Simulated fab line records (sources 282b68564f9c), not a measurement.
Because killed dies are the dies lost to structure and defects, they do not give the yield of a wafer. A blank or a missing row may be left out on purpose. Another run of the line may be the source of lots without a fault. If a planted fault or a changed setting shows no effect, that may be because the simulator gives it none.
Chamber matching -- flow rit cmos -- rie si-01 running RIT_GATE_ETCH_19: 4 sister chambers
The step etches poly-Si in SF6/CHF3/O2, stops on SiO2, time 165 s, target depth 312.5 nm. 16 wafers are shown with their chamber, then 8 later ones without.

EACH WAFER AND ITS CHAMBER
wafer,chamber,throttle valve pct (%),drypump motor current A (A),O2_flow_sccm (sccm)
L786.2,3,10.18,5.7,5.005
L786.4,2,10.46,5.7,4.981
L786.5,2,10.47,5.7,4.998
L788.1,1,10.07,5.5,4.970
L788.2,0,10.29,5.4,4.992
L788.4,3,10.18,5.7,5.019
L790.1,0,10.29,5.4,5.007
L790.3,3,10.18,5.6,5.006
L790.6,3,10.17,5.6,5.013
L794.1,0,10.29,5.4,5.001
L794.2,2,10.48,5.7,4.976
L794.4,2,10.47,5.7,4.995
L796.1,2,10.48,5.8,4.987
L796.3,1,10.06,5.5,4.998
L796.4,3,10.18,5.6,4.990
L798.1,3,10.19,5.7,4.987

SIGNATURES (means of the wafers above)
reading,chamber 0,chamber 1,chamber 2,chamber 3,scatter within a chamber
throttle valve pct,10.2900,10.0650,10.4720,10.1800,0.00665
drypump motor current A,5.400,5.500,5.720,5.650,0.0438
O2_flow_sccm,5.00000,4.98400,4.98740,5.00333,0.0117
Rule: for each reading, subtract the chamber's mean from the wafer's reading, divide by that reading's scatter and square the result; add these up over the readings and take the root, which gives the wafer's distance from the chamber. The wafer belongs to the nearest chamber; if the next one is less than 2 further off, it can't be placed. The scatter: the root of (the sum of the squares of (reading less its chamber's mean) over the shown wafers, divided by (wafers less chambers)).

WAFERS WITHOUT THEIR CHAMBER
wafer,throttle valve pct (%),drypump motor current A (A),O2_flow_sccm (sccm)
L798.5,10.28,5.4,5.011
L798.6,10.07,5.5,5.000
L800.3,10.48,5.7,4.987
L800.4,10.19,5.7,5.000
L800.6,10.47,5.7,5.001
L802.1,10.19,5.6,5.004
L802.2,10.08,5.5,5.001
L802.5,10.29,5.4,5.005

THE CHAMBER EACH PASSED THROUGH
wafer,from the rows above,in truth
L798.5,0,0
L798.6,1,1
L800.3,2,2
L800.4,3,3
L800.6,2,2
L802.1,3,3
L802.2,1,1
L802.5,0,0
Correct placement for 8 of the 8. Not placeable from these rows: 0. Placed wrongly: 0.
